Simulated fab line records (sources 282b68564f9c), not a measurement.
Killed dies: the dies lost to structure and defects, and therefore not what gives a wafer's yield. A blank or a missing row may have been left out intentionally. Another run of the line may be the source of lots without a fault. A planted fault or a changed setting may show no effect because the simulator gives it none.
Comparing a struck lot with a sound one :: flow rit cmos :: 15 out of 202 route steps
Sound: wafers L378.2, L378.3, L378.6. The struck wafers were L388.2, L388.3, L388.5. At the end, the cause is stated.
Per side, at each step with rows, come the tool, then ch with its chambers, and then its first start. Under that, the readings that differ: sound wafers :: struck wafers :: difference of the means :: sigmas: that difference in standard deviations of wafers without a fault.
alike: readings whose means differ by less than 2 such deviations, and words and numbers that are the same on both sides. not compared: withheld readings, readings that some wafer has no value for, bounds like >300 that may hide the same value, and numbers for which the record gives no deviation and whose values overlap.
A row with sigmas, a row that says differs or no value, or rows on one side alone: a step with any of these is where the two part. Numbers that don't overlap but have no deviation are shown without sigmas and don't part them. A reading missing from all wafers of one side parts the sides only when that side holds two or more wafers.

RIT_SILICIDE_RTA_06: time 10 s, ramp up 5 s, ramp down 10 s.
  sound on rtp anneal-01 ch 0, day 3 05:22; struck on rtp anneal-02 ch 0, day 5 08:40
  alike: wafer_temp_C_max
RIT_CONTACT_CVD_00: deposits SiO2 from TEOS, target thk 400 nm, time 61 s.
  sound on pecvd-03 ch 0,1,2, day 3 05:25; struck on pecvd-04 ch 1,2, day 5 08:43
  alike: heater power w, rf fwd power W
RIT_CONTACT_THK_MEAS_01:
  sound on film metro-03 at day 3 05:29; struck on film metro-01 at day 5 08:49
  alike: CONTACT_TEOS_THK
then, 6 steps without rows for these wafers: RIT_CONTACT_HMDS_02 (prime time 60 s); RIT_CONTACT_COAT_03 (resist thk 1000 nm); RIT_CONTACT_SOFTBAKE_04 (time 60 s); RIT_CONTACT_EXPOSE_05 (exposes mask M11, target cd 1000 nm); RIT_CONTACT_PEB_06; RIT_CONTACT_DEVELOP_07 (develop time 120 s).
RIT_CONTACT_CD_MEAS_08: the cd target is 1000 nm.
  sound on cd sem-02 at day 3 06:38; struck on cd sem-01 at day 5 10:02
  alike: cd nm
RIT_CONTACT_OVL_MEAS_09:
  sound on overlay-01 at day 3 06:45; struck on overlay-02 at day 5 10:08
  alike: CONTACT_OVL
then, 1 step without rows for these wafers: RIT_CONTACT_HARDBAKE_10 (time 60 s).
RIT_CONTACT_ETCH_11: etches SiO2 in CHF3/CF4/Ar, stops on TiSi2, target depth 480 nm, time 310.5 s.
  sound on rie diel-04 ch 1,2, day 3 06:56; struck on rie diel-04 ch 2,3, day 5 10:19
reading: model.NOVOLAK_of_CONTACT_COAT_03.thk nm (nm)
sound: 771 772.8 773.3
struck: 711.8 713.9 715.7
difference: -58.6
sigmas: 
  alike: drypump motor current A, oes product au, rf fwd power W, throttle valve pct
  not compared: rf hours counter h
RIT_CONTACT_STRIP_12: strips in O2, time 180 s.
  sound on plasma asher-01 ch 0,1, day 3 07:07; struck on plasma asher-04 ch 0,1, day 5 10:31
  alike: drypump motor current A
  not compared: rf hours counter h
RIT_M1_PROBE_99:
  sound on prober-02 at day 3 13:15; struck on prober-02 at day 5 16:34
reading: model.etest.nmos_0p15.junction log10 a um
sound: -13.55 -13.6 -13.63
struck: -10.17 -10.15 -10.03
difference: +3.48
sigmas: 

reading: model.etest.nmos narrow.off log10 a um
sound: -13.16 -13.19 -13.25
struck: -10.17 -10.15 -10.03
difference: +3.08
sigmas: 

reading: model.etest.gate end array.leak log10 a um
sound: -12.7 -12.81 -12.64
struck: -9.846 -10.07 -9.851
difference: +2.794
sigmas: 

reading: model.etest.nmos_0p3.off log10 a um
sound: -12.87 -12.93 -12.88
struck: -10.17 -10.15 -10.03
difference: +2.78
sigmas: 

reading: model.etest.pmos_0p15.junction log10 a um
sound: -13.87 -13.78 -13.8
struck: -11.17 -11.15 -11.03
difference: +2.70
sigmas: 

reading: model.etest.contact diode array.leak log10 a (angstrom)
sound: -9.488 -9.604 -9.477
struck: -6.897 -6.863 -6.77
difference: +2.680
sigmas: 

reading: model.etest.select edge diode n.leak log10 a (angstrom)
sound: -9.436 -9.997 -9.963
struck: -8.056 -8.064 -8.063
difference: +1.738
sigmas: 

reading: model.etest.pmos_0p3.off log10 a um
sound: -12.61 -12.7 -12.65
struck: -11.15 -11.13 -11.02
difference: +1.55
sigmas: 
  alike: killed_at_M0_to_M3, killed at contacts, killed at front end, killed dies, killed open, killed short

WHERE THEY PART
Nowhere in this record.

WHY: what the simulator had put in
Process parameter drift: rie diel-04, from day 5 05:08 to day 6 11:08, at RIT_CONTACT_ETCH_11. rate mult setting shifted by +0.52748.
